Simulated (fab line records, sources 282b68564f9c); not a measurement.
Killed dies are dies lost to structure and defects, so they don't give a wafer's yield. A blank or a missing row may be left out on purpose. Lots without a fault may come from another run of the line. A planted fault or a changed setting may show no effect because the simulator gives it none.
Split-lot experiment | flow rit_cmos | 5 lots, 23 wafers read, on a route of 202 steps

THE SPLIT
At RIT_GATE_CVD_08 (deposits poly-Si from SiH4, target thk 250 nm, time 2220 s), the setting temp_c was moved away from the recipe's 610 C on 20 of the 23 wafers read, by -1.7% to +2.2%. The other wafers ran this setting at the recipe's value.

FROM THE SPLIT TO THE READING: what the file shows between them, 4 steps
- RIT_GATE_THK_MEAS_09
- RIT_GATE_COAT_11: resist thk 850 nm (also split here: spin_rpm)
- RIT_GATE_DEVELOP_15: develop time 50 s (also split here: dev_temp_c)
- RIT_GATE_HARDBAKE_18: time 60 s

THE READING
oes_product_au, in a.u., at RIT_GATE_ETCH_19 (etches poly-Si in SF6/CHF3/O2, stops on SiO2, time 165 s, target depth 312.5 nm). Fault-free wafers of this fab line usually give 0.849 a.u., standard deviation 0.014 a.u..

wafer  | tool, chamber at the split | temp_c as run, C | against the recipe | oes_product_au, a.u. | against lot-mates on the recipe
L076.1 | -, -                       | 599.5            | -1.7%              | 0.730                | no lot-mate on the recipe
L076.2 | -, -                       | 599.5            | -1.7%              | 0.713                | no lot-mate on the recipe
L076.4 | -, -                       | 599.5            | -1.7%              | 0.717                | no lot-mate on the recipe
L076.5 | -, -                       | 599.5            | -1.7%              | 0.714                | no lot-mate on the recipe
L076.6 | -, -                       | 599.5            | -1.7%              | 0.734                | no lot-mate on the recipe
L077.2 | -, -                       | 623.6            | +2.2%              | 1.006                | no lot-mate on the recipe
L077.3 | -, -                       | 623.6            | +2.2%              | 1.020                | no lot-mate on the recipe
L077.4 | -, -                       | 623.6            | +2.2%              | 0.996                | no lot-mate on the recipe
L077.5 | -, -                       | 623.6            | +2.2%              | 1.030                | no lot-mate on the recipe
L077.6 | -, -                       | 623.6            | +2.2%              | 1.017                | no lot-mate on the recipe
L081.3 | lpcvd-01, 0                | 610              | recipe             | 0.841                | -
L081.4 | lpcvd-01, 0                | 610              | recipe             | 0.847                | -
L081.5 | lpcvd-01, 0                | 610              | recipe             | 0.863                | -
L082.1 | -, -                       | 600.8            | -1.5%              | 0.741                | no lot-mate on the recipe
L082.2 | -, -                       | 600.8            | -1.5%              | 0.734                | no lot-mate on the recipe
L082.3 | -, -                       | 600.8            | -1.5%              | 0.737                | no lot-mate on the recipe
L082.5 | -, -                       | 600.8            | -1.5%              | 0.735                | no lot-mate on the recipe
L082.6 | -, -                       | 600.8            | -1.5%              | 0.703                | no lot-mate on the recipe
L083.1 | -, -                       | 605              | -0.8%              | 0.773                | no lot-mate on the recipe
L083.2 | -, -                       | 605              | -0.8%              | 0.776                | no lot-mate on the recipe
L083.3 | -, -                       | 605              | -0.8%              | 0.791                | no lot-mate on the recipe
L083.5 | -, -                       | 605              | -0.8%              | 0.783                | no lot-mate on the recipe
L083.6 | -, -                       | 605              | -0.8%              | 0.779                | no lot-mate on the recipe

THE FIT
A straight line over all 23 wafers: oes_product_au changes by +0.0751 a.u. for each +1% of temp_c; r = +1.00; the points scatter about the line by 0.011 a.u..
Too few moved wafers have a lot-mate on the recipe to fit a line with each lot's own level taken away.

THE WHOLE CHAIN: every reading that the file lists as answering this split, in the file's order
step                 | what it does                                                                    | reading                                                                        | change (the file's fit)                  | r (the file's)
RIT_GATE_CVD_08      | deposits poly-Si from SiH4, target thk 250 nm, time 2220 s                      | poly-Si_of_GATE_CVD_08.thk_nm (the simulator's own value, which no gauge read) | +38.4 nm for each +1% of the setting     | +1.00
RIT_GATE_THK_MEAS_09 |                                                                                 | GATE_POLY_THK                                                                  | +38.4 for each +1% of the setting        | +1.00
RIT_GATE_ETCH_19     | etches poly-Si in SF6/CHF3/O2, stops on SiO2, time 165 s, target depth 312.5 nm | oes_product_au                                                                 | +0.0752 a.u. for each +1% of the setting | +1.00

THE FILE'S OWN FIT
oes_product_au changes by +0.0752 a.u. for each +1% of temp_c, r = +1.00.
